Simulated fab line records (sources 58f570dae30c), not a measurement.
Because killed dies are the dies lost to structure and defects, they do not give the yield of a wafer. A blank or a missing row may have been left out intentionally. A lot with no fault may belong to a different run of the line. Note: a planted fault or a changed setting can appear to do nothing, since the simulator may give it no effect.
Matching of chambers | flow berkeley_cmos170 | rie_diel-04 running UCB170_ZERO_ETCH_06: 4 sister chambers
The step etches SiO2 in CHF3/CF4/Ar, time 12 s. 4 wafers are shown with their chamber, then 7 later ones without.

== WAFERS WITH THEIR CHAMBER ==
wafer  | chamber | throttle_valve_pct (%)
L108.2 | 2       | 9.02
L112.2 | 1       | 9.43
L111.3 | 0       | 9.36
L111.4 | 3       | 8.94

== WAFERS WITHOUT THEIR CHAMBER ==
wafer  | throttle_valve_pct (%)
L111.5 | 9.03
L114.4 | 9.03
L114.5 | 9.37
L114.6 | 9.41
L126.3 | 9.03
L126.5 | 9.03
L126.6 | 9.40

== EACH ONE'S CHAMBER ==
wafer  | from the rows above     | in truth
L111.5 | 2                       | 2
L114.4 | 2                       | 2
L114.5 | 0                       | 0
L114.6 | can't be placed: 1 or 0 | 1
L126.3 | 2                       | 2
L126.5 | 2                       | 2
L126.6 | can't be placed: 1 or 0 | 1
Correct placement for 5 of the 7. Can't be placed from these rows: 2 (the true chamber is among the candidates in 2). 0 placed wrongly.
How it was worked out, from the rows above alone: a wafer's distance from a chamber is the root of the sum, over the readings, of the square of ((its reading less the chamber's mean) divided by the reading's scatter). The wafer belongs to the nearest chamber; if the next one is less than 2 further off, it can't be placed. For every chamber, the mean is computed from those of its wafers that are shown. The scatter: with one shown wafer a chamber, the root of the mean of the squares of how far each hidden wafer lies from its nearest shown one.
